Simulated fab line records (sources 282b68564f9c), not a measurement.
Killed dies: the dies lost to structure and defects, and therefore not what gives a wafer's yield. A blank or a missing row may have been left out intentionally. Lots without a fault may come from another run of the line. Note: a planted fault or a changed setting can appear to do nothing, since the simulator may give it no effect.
fab line records	flow rit_cmos
record lots=6	wafers=18	last_day=7
route steps=202 shown PRETRO@69 GATE@75 FOX2@80 M1@202
lots untouched by any fault: they come from a run of this same line in which no faults occurred
start_h: start of the lot's first displayed wafer, in hours after the record's first day	wait_h: how many hours have passed since the lot's step before this one	" repeats the value in the row above	L1.1+2: several wafers, shown together as one row	- no value, or no start was given	* or withheld: withheld	< > ~ a bound
route shown NAME@n: names a module that has steps shown in the file, with the first one's number in the route	usual: the fault-free wafers' mean and standard deviation	same: alike in all rows	chamber/n: place in a boat	sites: per-site readings	_std_site: their standard deviation	_edge_site: the outer-site mean with the inner-site mean subtracted	radius_mm: how far each site lies from the wafer's centre	mask NAME#n: copy n	behind: the tool/chamber that last shaped the wafer	hold: cause of the lot's hold/its duration in hours/its outcome	device: the n, p or np transistor that did not switch	end of line: the tests these same wafers got at the end of their route	a step without rows: its recipe alone	killed: not the wafer's yield, but the dies lost to structure and defects at the first sort	map: shows each die of a wafer: x if killed, . if not, _ if none is there
set.NAME: the setting that was run; set.NAME@STEP: the one run at that earlier step	model.NAME: the simulator's own value behind a step, which no gauge read
lots at selected steps of the route; one table per step, one row per wafer
services: when a tool's chamber went out of use (start_h, in hours from the record's first day, below 0 if earlier), for how many hours, and the reason
## steps
# step RIT_PRETRO_DEVELOP_05
# recipe resist=NOVOLAK	develop_time_s=68	dev_temp_c=23
# step RIT_PRETRO_OVL_MEAS_06
# usual PRETRO_OVL=1.0/1.5
lot.wafer	tool	chamber	start_h	wait_h	PRETRO_OVL[nm]
L998.2	overlay-01	-	36.21	-	0.6
L998.3	"	-	"	"	1.0
L998.6	"	-	"	"	1.2
L101.2	overlay-02	-	48.56	-	0.9
L101.3	"	-	"	"	0.8
L101.4	"	-	"	"	2.2
L111.1	overlay-01	-	99.54	-	-1.2
L111.3	"	-	"	"	-2.4
L111.5	"	-	"	"	-1.0
L116.2	overlay-01	-	125.60	-	-1.1
L116.5	"	-	"	"	-2.1
L116.6	"	-	"	"	-0.9
L118.2	overlay-02	-	136.56	-	-0.4
L118.4	"	-	"	"	-1.6
L118.6	"	-	"	"	-0.2
L119.2	overlay-02	-	140.95	-	3.5
L119.3	"	-	"	"	3.1
L119.6	"	-	"	"	4.1
# step RIT_PRETRO_HARDBAKE_07
# recipe resist=NOVOLAK	temp_c=140	time_s=120
# step RIT_PRETRO_IMPLANT_08
# recipe species=B	energy_kev=45	dose_cm2=1.2e+13	tilt_deg=7
# step RIT_PRETRO_STRIP_09
# recipe chemistry=O2	time_s=180	resist=NOVOLAK	platen_temp_c=withheld	power_w=500	pressure_mtorr=4000	o2_flow_sccm=4000
# usual drypump_motor_current_A=5.62/0.28
# same time_s=180
lot.wafer	tool	chamber	start_h	wait_h	drypump_motor_current_A	rf_hours_counter_h
L998.2	plasma_asher-02	0	36.64	0.1	5.46	38
L998.3	"	1	"	"	5.50	-
L998.6	"	1	"	"	5.52	-
L101.2	plasma_asher-02	1	48.99	0.1	5.49	39
L101.3	"	0	"	"	5.48	-
L101.4	"	1	"	"	5.52	-
L111.1	plasma_asher-03	0	99.97	0.1	5.64	46
L111.3	"	1	"	"	5.57	-
L111.5	"	1	"	"	5.56	-
L116.2	plasma_asher-03	1	126.03	0.1	5.57	1
L116.5	"	0	"	"	5.64	-
L116.6	"	1	"	"	5.56	-
L118.2	plasma_asher-03	0	136.99	0.1	5.65	2
L118.4	"	0	"	"	5.66	-
L118.6	"	1	"	"	5.53	-
L119.2	plasma_asher-02	0	141.38	0.1	5.47	50
L119.3	"	0	"	"	5.45	-
L119.6	"	0	"	"	5.47	-
# step RIT_PRETRO_TW_MEAS_10
# usual PRETRO_TW=472.9/2.2
lot.wafer	tool	chamber	start_h	wait_h	PRETRO_TW
L998.2	film_metro-02	-	36.82	0.1	470.7
L998.3	"	-	"	"	472.4
L998.6	"	-	"	"	471.2
L101.2	film_metro-01	-	49.17	0.1	471.7
L101.3	"	-	"	"	475.3
L101.4	"	-	"	"	469.2
L111.1	film_metro-03	-	100.15	0.1	473.2
L111.3	"	-	"	"	472.9
L111.5	"	-	"	"	474.7
L116.2	film_metro-01	-	126.22	0.1	470.6
L116.5	"	-	"	"	471.8
L116.6	"	-	"	"	470.1
L118.2	film_metro-03	-	137.18	0.1	472.0
L118.4	"	-	"	"	474.7
L118.6	"	-	"	"	473.2
L119.2	film_metro-03	-	141.56	0.1	471.2
L119.3	"	-	"	"	471.3
L119.6	"	-	"	"	473.7
# step RIT_GATE_WET_ETCH_00
# recipe chemistry=BOE	target=SiO2	target_depth_nm=56	time_s=60	dry=n2_spin	dilution=10:1	temp_c=21.5
# step RIT_GATE_CLEAN_01
# recipe chemistry=SC1	mix=3:3:50	time_s=600	temp_c=75
# step RIT_GATE_CLEAN_02
# recipe chemistry=dHF	dilution=50:1	time_s=30
# step RIT_GATE_CLEAN_03
# recipe chemistry=SC2	mix=3:3:50	time_s=600	temp_c=75	dry=n2_spin
# step RIT_GATE_CLEAN_04
# recipe chemistry=dHF	dilution=50:1	time_s=60	dry=n2_spin
# step RIT_FOX2_THK_MEAS_91
# recipe reads=SiO2_of_FOX2_OXIDATION_00
# usual FIELD_OXIDE_LEFT_2_THK=256/8
lot.wafer	tool	chamber	start_h	wait_h	FIELD_OXIDE_LEFT_2_THK[nm]
L998.2	film_metro-04	-	37.31	0.0	268
L998.3	"	-	"	"	266
L998.6	"	-	"	"	275
L101.2	film_metro-01	-	49.68	0.0	259
L101.3	"	-	"	"	262
L101.4	"	-	"	"	261
L111.1	film_metro-04	-	100.63	0.0	259
L111.3	"	-	"	"	259
L111.5	"	-	"	"	258
L116.2	film_metro-02	-	126.74	0.0	250
L116.5	"	-	"	"	244
L116.6	"	-	"	"	254
L118.2	film_metro-04	-	137.67	0.0	241
L118.4	"	-	"	"	249
L118.6	"	-	"	"	248
L119.2	film_metro-01	-	142.06	0.0	262
L119.3	"	-	"	"	260
L119.6	"	-	"	"	261
# step RIT_GATE_OXIDATION_05
# recipe temp_c=900	ambient=O2	target_thk_a=30	ox_time_s=270
# usual zone_power_centre_pct=43/4.8
lot.wafer	tool	chamber	start_h	wait_h	zone_power_centre_pct
L998.2	furnace-01	0	38.45	1.1	37
L998.3	"	0	"	"	37
L998.6	"	0	"	"	37
L101.2	furnace-01	0	50.19	0.5	37
L101.3	"	0	"	"	37
L101.4	"	0	"	"	36
L111.1	furnace-03	0	103.05	2.4	48
L111.3	"	0	"	"	49
L111.5	"	0	"	"	50
L116.2	furnace-01	0	127.81	1.1	36
L116.5	"	0	"	"	36
L116.6	"	0	"	"	37
L116.2	furnace-01	0	129.05	0.2	37
L116.5	"	0	"	"	37
L116.6	"	0	"	"	37
L118.2	furnace-01	0	139.04	1.4	37
L118.4	"	0	"	"	36
L118.6	"	0	"	"	37
L119.2	furnace-03	0	142.88	0.8	49
L119.3	"	0	"	"	48
L119.6	"	0	"	"	48
L119.2	furnace-03	0	144.12	0.2	49
L119.3	"	0	"	"	49
L119.6	"	0	"	"	48
# step RIT_GATE_ANNEAL_06
# recipe temp_c=900	time_s=600	ambient=N2O
# step RIT_GATE_THK_MEAS_07
# recipe reads=SiO2_of_GATE_OXIDATION_05
# usual GATE_OXIDE_THK=3.02/0.059
lot.wafer	tool	chamber	start_h	wait_h	GATE_OXIDE_THK[nm]
L998.2	film_metro-04	-	39.79	0.0	3.00
L998.3	"	-	"	"	2.99
L998.6	"	-	"	"	3.00
L101.2	film_metro-01	-	53.46	0.0	2.92
L101.3	"	-	"	"	2.95
L101.4	"	-	"	"	2.95
L111.1	film_metro-01	-	105.54	0.0	3.10
L111.3	"	-	"	"	2.98
L111.5	"	-	"	"	3.00
L116.2	film_metro-04	-	131.39	0.0	5.07
L116.5	"	-	"	"	5.11
L116.6	"	-	"	"	5.12
L118.2	film_metro-01	-	140.95	0.0	3.03
L118.4	"	-	"	"	2.99
L118.6	"	-	"	"	3.02
L119.2	film_metro-02	-	145.61	0.1	5.11
L119.3	"	-	"	"	5.07
L119.6	"	-	"	"	5.12
# step RIT_GATE_CVD_08
# recipe material=poly-Si	target_thk_nm=250	temp_c=610	precursor=SiH4	time_s=2220	pressure_mtorr=300	sih4_flow_sccm=100
# step RIT_M1_PROBE_99
# usual killed_at_front_end=6.7/2.7	killed_dies=6.7/2.7	killed_open=3.2/1.8	killed_short=3.5/1.9
# same gross_dies=264	killed_at_M0_to_M3=0	killed_at_M4_up=0	killed_at_back_side=0	killed_at_contacts=0	killed_at_other=0
lot.wafer	tool	chamber	start_h	wait_h	killed_at_front_end	killed_dies	killed_open	killed_short
L998.2	prober-01	-	63.95	0.1	3	3	1	2
L998.3	prober-01	-	64.00	0.2	6	6	4	2
L998.6	prober-01	-	64.15	0.2	6	6	3	3
L101.2	prober-02	-	77.51	0.1	7	7	3	4
L101.3	prober-02	-	77.56	0.2	8	8	2	5
L101.4	prober-02	-	77.61	0.2	6	6	1	5
L111.1	prober-01	-	130.03	0.1	3	3	1	1
L111.3	prober-01	-	130.13	0.2	6	6	3	2
L111.5	prober-01	-	130.23	0.2	14	14	4	8
L116.2	prober-02	-	159.60	0.1	4	4	1	3
L116.5	prober-02	-	159.75	0.2	8	8	3	5
L116.6	prober-02	-	159.80	0.2	6	6	4	2
L118.2	prober-02	-	166.19	0.1	5	5	3	2
L118.4	prober-02	-	166.29	0.2	2	2	1	1
L118.6	prober-02	-	166.39	0.2	7	7	5	2
L119.2	prober-01	-	173.34	0.1	5	5	2	3
L119.3	prober-01	-	173.39	0.2	10	10	4	6
L119.6	prober-01	-	173.54	0.2	7	7	4	3
# killed by level:class
L998.2 GATE:geometric_particle:short=2 GATE:geometric_particle:open=1
L998.3 FOX2:geometric_particle:open=2 GATE:geometric_particle:open=1 REOX:geometric_particle:open=1 SPACER:geometric_particle:short=1 SILICIDE:geometric_particle:short=1
L998.6 GATE:geometric_particle:short=2 GATE:geometric_particle:open=1 REOX:geometric_particle:open=1 SPACER:geometric_particle:open=1 SILICIDE:geometric_particle:short=1
L101.2 GATE:geometric_particle:short=2 SPACER:geometric_particle:short=2 GATE:geometric_particle:open=1 REOX:geometric_particle:open=1 SPACER:geometric_particle:open=1
L101.3 REOX:geometric_particle:open=2 FOX1:geometric_particle:short=1 GATE:geometric_particle:short=1 REOX:geometric_particle:short=1 SPACER:geometric_particle:short=1 SILICIDE:geometric_particle:short=1 NRETRO:coat_microbubble_printed=1
L101.4 FOX2:geometric_particle:short=2 GATE:geometric_particle:short=1 SPACER:geometric_particle:short=1 SILICIDE:geometric_particle:open=1 SILICIDE:geometric_particle:short=1
L111.1 FOX1:geometric_particle:short=1 GATE:geometric_particle:open=1 NLDD:coat_microbubble_printed=1
L111.3 GATE:geometric_particle:open=2 SPACER:geometric_particle:open=1 SPACER:geometric_particle:short=1 SILICIDE:geometric_particle:short=1 NLDD:coat_microbubble_printed=1
L111.5 GATE:geometric_particle:short=4 NLDD:coat_microbubble_printed=2 FOX1:geometric_particle:short=1 FOX1:geometric_particle:open=1 FOX2:geometric_particle:short=1 REOX:geometric_particle:short=1 REOX:geometric_particle:open=1 SPACER:geometric_particle:open=1
L116.2 SILICIDE:geometric_particle:short=3 GATE:geometric_particle:open=1
L116.5 GATE:geometric_particle:short=2 ACTIVE:geometric_particle:short=1 FOX1:geometric_particle:open=1 FOX2:geometric_particle:open=1 FOX2:geometric_particle:short=1 GATE:geometric_particle:open=1 REOX:geometric_particle:short=1
L116.6 GATE:geometric_particle:open=2 FOX2:geometric_particle:short=1 SPACER:geometric_particle:open=1 SILICIDE:geometric_particle:open=1 SILICIDE:geometric_particle:short=1
L118.2 FOX1:geometric_particle:open=2 GATE:geometric_particle:short=1 SPACER:geometric_particle:open=1 SILICIDE:geometric_particle:short=1
L118.4 GATE:geometric_particle:short=1 GATE:geometric_particle:open=1
L118.6 SPACER:geometric_particle:open=2 SILICIDE:geometric_particle:open=2 FOX1:geometric_particle:open=1 REOX:geometric_particle:short=1 SPACER:geometric_particle:short=1
L119.2 FOX1:geometric_particle:open=2 FOX1:geometric_particle:short=1 GATE:geometric_particle:short=1 SPACER:geometric_particle:short=1
L119.3 SPACER:geometric_particle:open=3 SPACER:geometric_particle:short=3 GATE:geometric_particle:short=2 FOX1:geometric_particle:open=1 REOX:geometric_particle:short=1
L119.6 FOX1:geometric_particle:open=1 FOX2:geometric_particle:short=1 FOX2:geometric_particle:open=1 GATE:geometric_particle:open=1 GATE:geometric_particle:short=1 REOX:geometric_particle:open=1 SPACER:geometric_particle:short=1
## services
tool	chamber	start_h	hours	kind
plasma_asher-03	-	108.84	9.0	pm
plasma_asher-03	0	108.84	9.0	vent_cycle
plasma_asher-03	1	108.84	9.0	vent_cycle
plasma_asher-03	0	117.84	-	clean
plasma_asher-03	1	117.84	-	clean
furnace-03	-	125.49	3.2	pm
## key
first_sign step=RIT_GATE_OXIDATION_05	reading=visit	direction=added
effect step=RIT_GATE_THK_MEAS_07	reading=GATE_OXIDE_THK	direction=up	sigmas=35	usual=3.02	struck=5.10
met_at RIT_GATE_OXIDATION_05
struck_wafers L116.2,L116.5,L116.6,L119.2,L119.3,L119.6
tester_left_out L116,L119
fault kind=repeated_step_whole	tool=furnace-01,furnace-03,furnace-04	chamber=-	onset_h=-	steps=RIT_GATE_OXIDATION_05	times=1	scope=struck_lots_only
# tester_left_out: of these lots the tester's yield and bins aren't shown, on N5 and GAA mostly nor the transistor test; their killed dies are dies lost to structure and defects alone, not to doping, threshold or leakage, so they don't give the yield
